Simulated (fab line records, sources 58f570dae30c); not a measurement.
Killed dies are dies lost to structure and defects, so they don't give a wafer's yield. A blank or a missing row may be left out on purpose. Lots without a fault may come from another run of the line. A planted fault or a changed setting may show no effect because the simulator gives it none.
fab line records | flow berkeley_cmos170
record lots=15 wafers=45 last_day=11
route steps=331 shown GATE@142 PSD@182 CONTACT@217 M3@326
lots that met no fault: from a run of the same line without faults
start_h: hours from the record's first day to the start of the lot's first wafer shown | wait_h: hours since the lot's step before | " the same as in the row above | L1.1+2: a row that stands for several wafers | - no value, or no start given | * or withheld: withheld | < > ~ a bound
route shown NAME@n: a module of which the file shows steps, and the number in the route of the first | usual: mean/standard deviation of fault-free wafers | same: alike in all rows | chamber/n: place in a boat | sites: the reading at each site | _std_site: their standard deviation | _edge_site: outer sites' mean less inner sites' | radius_mm: how far each site lies from the wafer's centre | mask NAME#n: copy n | behind: the tool/chamber that last shaped the wafer | hold: why the lot was held/for how many hours/how that ended | device: the transistor (n, p or np) that didn't switch | end of line: the same wafers' tests at the end of the route | a step without rows: its recipe alone | killed: dies lost to structure and defects at the first sort, not the wafer's yield | map: a wafer's dies, x killed, . not, _ none there
set.NAME: the setting as run; set.NAME@STEP: as run at that earlier step | model.NAME: the simulator's own value behind a step, which no gauge read
steps of the route over a sample of lots; a table a step, a row a wafer
services: from which hour (start_h, from the record's first day; less than 0 if before it) a tool's chamber was out of use, for how many hours, and why
## steps
# step UCB170_GATE_STRIP_16
# recipe chemistry=O2 power_w=400 pressure_mtorr=3500 platen_temp_c=withheld o2_flow_sccm=400 overash_fraction=0.5
# usual drypump_motor_current_A=5.6/0.47 oes_product_au=0.724/0.0043
# columns lot.wafer tool chamber start_h wait_h drypump_motor_current_A oes_product_au rf_hours_counter_h
L492.1 plasma_asher-04 0 131.05 0.0 5.7 0.723 40
L492.4 " 0 " " 5.7 0.722 -
L492.6 " 1 " " 5.3 0.718 -
L494.1 plasma_asher-01 1 131.29 0.0 6.3 0.725 33
L494.3 " 1 " " 6.4 0.724 -
L494.5 " 0 " " 5.0 0.720 -
L495.2 plasma_asher-02 0 137.61 0.0 5.2 0.718 1
L495.5 " 0 " " 5.2 0.728 -
L495.6 " 1 " " 5.8 0.730 -
L496.3 plasma_asher-04 0 137.96 0.1 5.7 0.732 -
L496.4 " 1 " " 5.3 0.731 -
L496.6 " 0 " " 5.7 0.718 -
L498.3 plasma_asher-02 1 150.62 0.1 5.8 0.732 -
L498.4 " 0 " " 5.2 0.715 -
L498.6 " 0 " " 5.2 0.723 -
L499.1 plasma_asher-01 1 158.05 0.0 6.3 0.724 35
L499.3 " 1 " " 6.4 0.720 -
L499.5 " 0 " " 4.9 0.722 -
L502.2 plasma_asher-02 1 184.81 0.0 5.8 0.719 6
L502.3 " 0 " " 5.2 0.722 -
L502.4 " 1 " " 5.8 0.730 -
L508.2 plasma_asher-02 0 204.25 0.0 5.2 0.729 8
L508.5 " 0 " " 5.2 0.722 -
L508.6 " 1 " " 5.8 0.727 -
L509.1 plasma_asher-04 1 204.49 0.0 5.4 0.730 48
L509.3 " 0 " " 5.7 0.726 -
L509.6 " 1 " " 5.4 0.719 -
L507.1 plasma_asher-01 1 204.61 0.0 6.3 0.720 40
L507.4 " 0 " " 5.0 0.729 -
L507.5 " 0 " " 5.0 0.725 -
L506.2 plasma_asher-02 1 204.85 0.0 5.8 0.719 8
L506.5 " 0 " " 5.2 0.723 -
L506.6 " 1 " " 5.8 0.723 -
L512.1 plasma_asher-04 1 221.50 0.0 5.4 0.725 50
L512.2 " 0 " " 5.7 0.727 50
L512.4 " 1 " " 5.3 0.726 -
L511.1 plasma_asher-04 0 221.77 0.0 5.7 0.724 50
L511.3 " 0 " " 5.7 0.718 -
L511.6 " 0 " " 5.7 0.728 -
L513.2 plasma_asher-01 1 221.89 0.0 6.3 0.726 43
L513.3 " 1 " " 6.4 0.722 -
L513.5 " 0 " " 5.0 0.730 -
L515.1 plasma_asher-02 1 228.38 0.0 5.8 0.731 11
L515.3 " 0 " " 5.2 0.722 -
L515.4 " 1 " " 5.8 0.716 -
# step UCB170_PSD_OVL_MEAS_07
# usual PSD_OVL=-5/6.9
# columns lot.wafer tool chamber start_h wait_h PSD_OVL[nm]
L492.1 overlay-01 - 146.51 0.1 -7
L492.4 " - " " -12
L492.6 " - " " -6
L494.1 overlay-02 - 146.59 0.1 3
L494.3 " - " " 6
L494.5 " - " " 4
L495.2 overlay-02 - 147.18 0.1 -12
L495.5 " - " " -5
L495.6 " - " " -10
L496.3 overlay-01 - 147.25 0.1 0
L496.4 " - " " -3
L496.6 " - " " 4
L498.3 overlay-01 - 161.97 0.1 -11
L498.4 " - " " -13
L498.6 " - " " -18
L499.1 overlay-01 - 169.09 0.1 -20
L499.3 " - " " -17
L499.5 " - " " -16
L502.2 overlay-02 - 193.96 0.1 1
L502.3 " - " " 4
L502.4 " - " " 4
L507.1 overlay-02 - 214.44 0.1 -8
L507.4 " - " " -1
L507.5 " - " " -10
L508.2 overlay-01 - 214.44 0.1 -1
L508.5 " - " " 0
L508.6 " - " " -10
L509.1 overlay-01 - 214.71 0.1 -9
L509.3 " - " " -12
L509.6 " - " " -15
L506.2 overlay-01 - 214.99 0.1 2
L506.5 " - " " 1
L506.6 " - " " 8
L512.1 overlay-01 - 233.76 0.1 -3
L512.2 " - " " 2
L512.4 " - " " 0
L511.1 overlay-01 - 233.88 0.1 -3
L511.3 " - " " 1
L511.6 " - " " -6
L513.2 overlay-02 - 234.04 0.1 -14
L513.3 " - " " -8
L513.5 " - " " -4
L515.1 overlay-01 - 237.84 0.1 -2
L515.3 " - " " -4
L515.4 " - " " 4
# step UCB170_CONTACT_CVD_01
# recipe material=PSG target_thk_nm=700 temp_c=450 precursor=SiH4/O2/PH3 time_s=2820 pressure_mtorr=300 sih4_flow_sccm=60 o2_flow_sccm=90 ph3_flow_sccm=25
# usual pressure_mtorr=299.8/0.6 spike_tc_source_C=467/3.8 susceptor_temp_C=450.04/0.24
# columns lot.wafer tool chamber start_h wait_h pressure_mtorr spike_tc_source_C susceptor_temp_C
L492.1 lpcvd-02 1 152.81 0.0 299.7 468 450.12
L492.4 " 1 " " 300.5 469 449.81
L492.6 " 1 " " 299.9 469 450.27
L494.1 lpcvd-01 0 154.13 0.7 299.8 467 449.96
L494.3 " 0 " " 299.4 468 450.15
L494.5 " 0 " " 299.8 471 449.79
L495.2 lpcvd-01 0 154.13 0.7 299.4 468 450.08
L495.5 " 0 " " 298.4 469 450.06
L495.6 " 0 " " 299.0 470 450.25
L496.3 lpcvd-01 0 154.13 0.5 300.9 469 450.42
L496.4 " 0 " " 301.1 467 449.87
L496.6 " 0 " " 300.2 468 449.93
L498.3 lpcvd-02 1 166.03 0.0 299.4 471 449.93
L498.4 " 1 " " 299.6 469 450.17
L498.6 " 1 " " 299.7 470 449.68
L499.1 lpcvd-02 0 174.10 0.0 300.1 473 450.14
L499.3 " 0 " " 299.8 473 450.10
L499.5 " 0 " " 300.7 472 450.21
L502.2 lpcvd-02 0 197.99 0.0 299.8 476 450.26
L502.3 " 0 " " 299.8 473 450.12
L502.4 " 0 " " 300.0 472 450.45
L506.2 lpcvd-01 1 219.58 0.1 299.8 463 450.00
L506.5 " 1 " " 299.1 462 449.95
L506.6 " 1 " " 298.7 462 449.67
L507.1 lpcvd-01 1 219.58 0.5 300.0 462 450.11
L507.4 " 1 " " 299.7 462 450.00
L507.5 " 1 " " 298.9 462 450.08
L508.2 lpcvd-01 0 219.58 0.8 300.6 469 449.57
L508.5 " 0 " " 299.3 469 449.65
L508.6 " 0 " " 299.7 468 449.77
L509.1 lpcvd-01 0 219.58 0.2 299.8 468 449.82
L509.3 " 0 " " 299.4 470 449.95
L509.6 " 0 " " 299.0 469 449.88
L511.1 lpcvd-01 1 239.63 0.4 451.5 462 449.90
L511.3 " 1 " " 450.8 463 449.84
L511.6 " 1 " " 451.5 461 450.03
L512.1 lpcvd-01 1 239.63 0.9 450.0 463 450.02
L512.2 " 1 " " 449.4 462 450.36
L512.4 " 1 " " 450.4 461 449.92
L513.2 lpcvd-01 0 239.63 0.6 449.6 468 450.18
L513.3 " 0 " " 450.1 467 450.11
L513.5 " 0 " " 449.2 468 450.67
L515.1 lpcvd-02 1 242.79 0.0 300.0 469 450.20
L515.3 " 1 " " 299.5 469 449.83
L515.4 " 1 " " 299.9 470 449.82
# step UCB170_CONTACT_THK_MEAS_02
# recipe reads=PSG_of_CONTACT_CVD_01
# usual CONTACT_PSG_THK=699/5.8
# columns lot.wafer tool chamber start_h wait_h CONTACT_PSG_THK[nm]
L492.1 film_metro-03 - 154.59 0.0 694
L492.4 " - " " 694
L492.6 " - " " 692
L494.1 film_metro-03 - 155.91 0.0 686
L494.3 " - " " 693
L494.5 " - " " 691
L495.2 film_metro-01 - 155.92 0.0 693
L495.5 " - " " 696
L495.6 " - " " 697
L496.3 film_metro-02 - 155.93 0.0 704
L496.4 " - " " 705
L496.6 " - " " 703
L498.3 film_metro-03 - 167.84 0.0 692
L498.4 " - " " 696
L498.6 " - " " 695
L499.1 film_metro-01 - 175.88 0.0 698
L499.3 " - " " 699
L499.5 " - " " 693
L502.2 film_metro-01 - 199.78 0.0 698
L502.3 " - " " 700
L502.4 " - " " 697
L507.1 film_metro-02 - 221.36 0.0 695
L507.4 " - " " 702
L507.5 " - " " 693
L509.1 film_metro-01 - 221.36 0.0 706
L509.3 " - " " 710
L509.6 " - " " 708
L508.2 film_metro-03 - 221.37 0.0 688
L508.5 " - " " 691
L508.6 " - " " 689
L506.2 film_metro-03 - 221.43 0.1 698
L506.5 " - " " 690
L506.6 " - " " 697
L511.1 film_metro-02 - 241.41 0.0 865
L511.3 " - " " 861
L511.6 " - " " 860
L512.1 film_metro-03 - 241.41 0.0 862
L512.2 " - " " 863
L512.4 " - " " 862
L513.2 film_metro-01 - 241.42 0.0 858
L513.3 " - " " 858
L513.5 " - " " 859
L515.1 film_metro-03 - 244.57 0.0 701
L515.3 " - " " 707
L515.4 " - " " 702
# step UCB170_CONTACT_ETCH_18
# recipe chemistry=CHF3/CF4/Ar target=PSG stop_on=TiSi2 CHF3_flow_sccm=45 cf4_flow_sccm=15 Ar_flow_sccm=150 pressure_mtorr=200 rf_w=700 target_depth_a=8400 over_etch_frac=0.2 time_s=195
# usual drypump_motor_current_A=5.7/0.58 oes_product_au=0.897/0.012 throttle_valve_pct=6.96/0.12
# columns lot.wafer tool chamber start_h wait_h drypump_motor_current_A oes_product_au rf_hours_counter_h throttle_valve_pct
L492.1 rie_diel-02 3 - - 6.2 0.890 109 7.15
L492.4 " 1 " " 4.7 0.915 130 7.07
L492.6 " 0 " " 6.1 0.873 - 6.91
L494.1 rie_diel-03 0 - - 5.9 0.878 17 7.02
L494.3 " 1 " " 6.0 0.873 18 7.07
L494.5 " 1 " " 6.0 0.876 - 7.06
L495.2 rie_diel-01 0 - - 5.9 0.879 39 6.77
L495.5 " 2 " " 5.1 0.892 - 7.03
L495.6 " 3 " " 5.5 0.886 - 6.79
L496.3 rie_diel-02 1 - - 4.7 0.922 130 7.08
L496.4 " 3 " " 6.2 0.895 109 7.14
L496.6 " 3 " " 6.2 0.900 - 7.15
L498.3 rie_diel-01 3 - - 5.6 0.896 114 6.81
L498.4 " 2 " " 5.1 0.894 114 7.02
L498.6 " 2 " " 5.1 0.901 - 7.03
L499.1 rie_diel-03 3 - - 6.7 0.889 93 6.85
L499.3 " 2 " " 6.5 0.914 130 7.11
L499.5 " 2 " " 6.5 0.913 - 7.09
L502.2 rie_diel-01 3 - - 5.5 0.900 116 6.80
L502.3 " 0 " " 5.9 0.891 41 6.80
L502.4 " 2 " " 5.0 0.903 116 7.03
L507.1 rie_diel-01 1 - - 5.0 0.908 12 7.03
L507.4 " 3 " " 5.5 0.901 117 6.80
L507.5 " 3 " " 5.5 0.894 - 6.82
L508.2 rie_diel-03 1 - - 5.9 0.876 22 7.07
L508.5 " 1 " " 5.9 0.878 - 7.04
L508.6 " 2 " " 6.6 0.907 - 7.10
L509.1 rie_diel-01 3 - - 5.5 0.906 117 6.80
L509.3 " 2 " " 5.0 0.908 117 7.02
L509.6 " 1 " " 5.0 0.892 - 7.02
L506.2 rie_diel-03 3 - - 6.7 0.897 96 6.84
L506.5 " 3 " " 6.7 0.886 - 6.83
L506.6 " 0 " " 5.9 0.886 - 7.03
L511.1 rie_diel-03 1 - - 6.0 0.985 23 7.06
L511.3 " 0 " " 5.9 0.974 22 7.04
L511.6 " 0 " " 6.0 0.998 - 7.03
L512.1 rie_diel-02 3 - - 6.2 0.998 113 7.16
L512.2 " 1 " " 4.7 1.018 133 7.07
L512.4 " 2 " " 5.2 1.010 21 6.81
L513.2 rie_diel-01 2 - - 5.1 1.002 118 7.03
L513.3 " 3 " " 5.5 0.996 118 6.81
L513.5 " 0 " " 5.9 0.975 - 6.79
L515.1 rie_diel-02 3 - - 6.2 0.895 113 7.16
L515.3 " 0 " " 6.1 0.884 93 6.90
L515.4 " 1 " " 4.7 0.918 133 7.08
# step UCB170_M3_ETCH_17
# recipe chemistry=N2/H2 target_depth_a=withheld overetch_a=withheld target=BARC time_s=withheld source_w=500 bias_w=100 pressure_mtorr=30 n2_flow_sccm=100 h2_flow_sccm=200
# usual drypump_motor_current_A=5.5/0.48 n2_flow_sccm=100.01/0.27 oes_product_au=0.999/0.017 throttle_valve_pct=13.37/0.2
# columns lot.wafer tool chamber start_h wait_h drypump_motor_current_A n2_flow_sccm oes_product_au throttle_valve_pct
L494.1 rie_diel-04 0 175.15 0.0 5.6 99.89 1.005 13.58
L494.3 " 3 " " 5.2 99.56 0.998 13.25
L494.5 " 2 " " 5.4 99.78 1.001 13.06
L492.1 rie_diel-04 0 178.62 0.0 5.6 99.91 1.001 13.59
L492.4 " 1 " " 5.9 99.85 0.994 13.49
L492.6 " 2 " " 5.4 100.72 1.001 13.03
L496.3 rie_diel-02 3 178.89 0.0 6.2 100.45 0.985 13.70
L496.4 " 1 " " 4.7 100.07 1.014 13.48
L496.6 " 1 " " 4.7 100.11 1.016 13.47
L495.2 rie_diel-01 3 179.22 0.0 5.5 99.97 0.999 13.10
L495.5 " 2 " " 5.1 99.65 1.024 13.45
L495.6 " 3 " " 5.5 100.07 1.012 13.10
L498.3 rie_diel-01 2 188.70 0.0 5.1 100.20 1.029 13.45
L498.4 " 0 " " 5.9 99.66 0.964 13.21
L498.6 " 2 " " 5.1 100.19 1.020 13.45
L499.1 rie_diel-02 1 194.85 0.0 4.7 100.00 1.010 13.48
L499.3 " 2 " " 5.2 99.85 1.012 13.13
L499.5 " 1 " " 4.7 99.99 1.011 13.46
L502.2 rie_diel-02 1 221.69 0.0 4.7 99.80 1.022 13.48
L502.3 " 0 " " 6.1 99.49 1.006 13.40
L502.4 " 3 " " 6.2 99.63 0.982 13.68
L508.2 rie_diel-02 1 242.54 0.0 4.7 100.09 1.017 13.48
L508.5 " 3 " " 6.2 99.78 0.985 13.71
L508.6 " 2 " " 5.2 99.92 1.004 13.13
L509.1 rie_diel-04 3 242.95 0.0 5.2 100.44 1.003 13.25
L509.3 " 0 " " 5.6 100.07 0.999 13.59
L509.6 " 1 " " 5.9 100.02 1.012 13.49
L507.1 rie_diel-02 2 243.23 0.0 5.2 99.74 1.013 13.12
L507.4 " 1 " " 4.7 100.45 1.016 13.48
L507.5 " 2 " " 5.2 100.38 1.010 13.13
L506.2 rie_diel-01 1 243.31 0.0 5.0 100.03 0.976 13.44
L506.5 " 1 " " 5.0 99.71 0.974 13.43
L506.6 " 0 " " 5.9 100.25 0.957 13.22
L515.1 rie_diel-04 2 267.05 0.0 5.4 99.99 0.989 13.04
L515.3 " 1 " " 5.9 99.87 1.005 13.48
L515.4 " 0 " " 5.6 99.88 0.997 13.59
## services
# columns tool chamber start_h hours kind
plasma_asher-02 - 108.75 9.0 pm
plasma_asher-02 0 108.75 9.0 vent_cycle
plasma_asher-02 1 108.75 9.0 vent_cycle
plasma_asher-02 0 117.75 - clean
plasma_asher-02 1 117.75 - clean
plasma_asher-02 - 126.56 1.4 repair
rie_diel-02 - 129.99 2.8 pm
rie_diel-04 - 132.30 0.5 repair
rie_diel-03 1 193.92 3.0 repair
plasma_asher-02 - 205.12 2.1 repair
rie_diel-04 3 214.29 6.5 repair
rie_diel-02 - 223.26 1.9 repair
rie_diel-03 2 227.47 1.5 repair
rie_diel-02 1 231.91 2.4 repair
rie_diel-03 - 237.47 0.9 repair
lpcvd-01 - 241.72 6.1 pm
rie_diel-03 - 245.10 4.0 pm
rie_diel-03 - 261.06 4.3 pm
## key
first_sign step=UCB170_CONTACT_CVD_01 reading=pressure_mtorr direction=up sigmas=99+ usual=299.8 struck=450.3
effect step=UCB170_CONTACT_THK_MEAS_02 reading=CONTACT_PSG_THK direction=up sigmas=28 usual=699 struck=861
effect step=UCB170_CONTACT_ETCH_18 reading=oes_product_au direction=up sigmas=8 usual=0.897 struck=0.995
met_at UCB170_CONTACT_CVD_01
struck_lots L511,L512,L513
later_rows_left_out L511.1,L511.3,L511.6,L512.1,L512.2,L512.4,L513.2,L513.3,L513.5
sort_left_out L511.1,L511.3,L511.6,L512.1,L512.2,L512.4,L513.2,L513.3,L513.5
tester_left_out L511,L512,L513
not_acting_at UCB170_GATE_STRIP_16,UCB170_PSD_OVL_MEAS_07,UCB170_M3_ETCH_17
onset_between 219.58 239.63
fault kind=process_parameter_drift tool=lpcvd-01 chamber=- onset_h=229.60 steps=UCB170_CONTACT_CVD_01 channel=pressure_mtorr offset=150 shape=step end_h=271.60 acts_in=these_recipes_only stated=300
# tester_left_out: of these lots the tester's yield and bins aren't shown, on N5 and GAA mostly nor the transistor test; their killed dies are dies lost to structure and defects alone, not to doping, threshold or leakage, so they don't give the yield
# sort_left_out: the simulated sort isn't trusted on such a fault, so these wafers' sort isn't shown, and their yield isn't known
# later_rows_left_out: the simulator's readings of these wafers behind a module that went badly wrong aren't trusted and aren't shown, but for the sort
